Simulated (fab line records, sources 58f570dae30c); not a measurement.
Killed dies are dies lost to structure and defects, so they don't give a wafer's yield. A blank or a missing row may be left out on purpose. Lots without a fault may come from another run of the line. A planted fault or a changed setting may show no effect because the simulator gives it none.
Which tool did it? | flow berkeley_cmos170 | 14 lots, 42 wafers sampled, at 3 steps of a route of 331

WHAT THE GAUGES READ, wafer by wafer
UCB170_M2_CD_MEAS_90: target cd 700 nm. Usual: cd_nm 701.4 nm, standard deviation 2.3.
lot  | measured     | on        | cd_nm (nm)        | flag
L659 | day 8 05:38  | cd_sem-01 | 700.8 701.9 705.1 |
L660 | day 8 05:04  | cd_sem-01 | 698.3 701.0 701.5 |
L662 | day 8 18:01  | cd_sem-02 | 700.0 704.0 704.8 |
L664 | day 8 19:04  | cd_sem-02 | 701.5 700.8 705.9 |
L665 | day 8 17:34  | cd_sem-01 | 705.5 699.6 703.1 |
L666 | day 9 04:35  | cd_sem-02 | 697.8 699.3 698.0 |
L667 | day 9 04:28  | cd_sem-01 | 701.9 698.7 699.4 |
L670 | day 9 17:20  | cd_sem-01 | 703.0 700.5 700.2 |
L677 | day 11 11:16 | cd_sem-01 | 696.5 697.2 700.1 |
L679 | day 11 20:55 | cd_sem-01 | 698.7 701.8 701.1 |
L680 | day 11 19:49 | cd_sem-02 | 703.2 700.5 700.1 |
L681 | day 11 20:42 | cd_sem-02 | 703.8 702.5 701.6 |

UCB170_V2_THK_MEAS_01. Usual: V2_TEOS_THK 2005 nm, standard deviation 25.
lot  | measured     | on            | V2_TEOS_THK (nm) | flag
L659 | day 8 05:55  | film_metro-03 | 1976 2007 2043   |
L660 | day 8 05:20  | film_metro-01 | 1966 1993 2028   |
L662 | day 8 18:16  | film_metro-03 | 1973 2004 2001   |
L664 | day 8 19:20  | film_metro-03 | 2018 2025 2038   |
L665 | day 8 17:50  | film_metro-04 | 1992 1991 2050   |
L666 | day 9 04:52  | film_metro-03 | 1988 2037 2047   |
L667 | day 9 04:44  | film_metro-04 | 2007 1998 2029   |
L670 | day 9 17:37  | film_metro-03 | 1995 2030 2023   |
L677 | day 11 11:30 | film_metro-03 | 1997 1995 2029   |
L679 | day 11 21:11 | film_metro-04 | 2032 2026 2034   |
L680 | day 11 20:05 | film_metro-03 | 1957 2024 2027   |
L681 | day 11 20:57 | film_metro-04 | 1970 2020 2006   |

WHICH TOOL RAN EACH LOT (tool, then ch and the chambers of the sampled wafers, then the start)
lot  | UCB170_NWELL_OXIDATION_01
L659 | furnace-02 ch 0, day 2 05:44
L660 | furnace-02 ch 0, day 2 05:44
L662 | furnace-02 ch 0, day 2 20:07
L664 | furnace-03 ch 0, day 3 01:04
L665 | furnace-02 ch 0, day 3 02:13
L666 | furnace-03 ch 0, day 3 09:06
L667 | furnace-01 ch 0, day 3 15:10
L670 | furnace-01 ch 0, day 4 04:54
L671 | furnace-02, day 4 14:32
L672 | furnace-02, day 5 02:25
L677 | furnace-03 ch 0, day 5 19:44
L679 | furnace-02 ch 0, day 6 01:38
L680 | furnace-01 ch 0, day 6 08:53
L681 | furnace-01 ch 0, day 6 11:55
- UCB170_NWELL_OXIDATION_01: target thk 26.4 nm, ox time 1260 s.

WHAT THE TOOLS THEMSELVES READ (means of the sampled wafers that have a number; where no wafer has one, the mark that the record gives instead)
UCB170_NWELL_OXIDATION_01. Usual: ox_temp_c 1000.1 C, standard deviation 0.4; ox_temp_c_max 1004.4, standard deviation 1.1; tube_center_temp_C 1000 C, standard deviation 0.091.
lot  | tool       | ox_temp_c (C) | ox_temp_c_max | tube_center_temp_C (C) | flag
L659 | furnace-02 | 1000.2        | 1005.0        | 1000                   |
L660 | furnace-02 | 1000.7        | 1004.4        | 1000                   |
L662 | furnace-02 | 1000.1        | 1004.5        | 1000                   |
L664 | furnace-03 | 999.9         | 1002.6        | 1000                   |
L665 | furnace-02 | 1000.2        | 1004.6        | 1000                   |
L666 | furnace-03 | 1000.4        | 1003.8        | 1000                   |
L667 | furnace-01 | 1000.4        | 1005.4        | 1000                   |
L670 | furnace-01 | 999.9         | 1005.7        | 1000                   |
L671 | furnace-02 | -             | -             | -                      | OFF
L672 | furnace-02 | -             | -             | -                      | OFF
L677 | furnace-03 | 1000.0        | 1002.8        | 1000                   |
L679 | furnace-02 | 1000.6        | 1004.9        | 1000                   |
L680 | furnace-01 | 1000.1        | 1005.4        | 1000                   |
L681 | furnace-01 | 999.7         | 1005.0        | 1000                   |

THE ANSWER, worked out from the rows above alone
Rule: a lot is off if the mean of its wafers that have a number lies more than 3 standard deviations from the usual mean. A lot without any number at a reading at which 4 lots or more have one is off too. The other lots that the step has rows for count as sound. The gauges are gone through in route order, then the tools' own readings, and for those a lot's mean is taken as printed above. The first step at which some lot is off is used, and at that step the reading that is off furthest; a lot without a number counts as furthest.
Off: L671, L672, at UCB170_NWELL_OXIDATION_01 (ox_temp_c). Without a number there: L671, L672.
A tool fits if, at that step or a process step before it, it ran every lot that is off, and no sound lot after the first of them. None of those tried fits.

WHAT THE SIMULATOR HAD PUT IN
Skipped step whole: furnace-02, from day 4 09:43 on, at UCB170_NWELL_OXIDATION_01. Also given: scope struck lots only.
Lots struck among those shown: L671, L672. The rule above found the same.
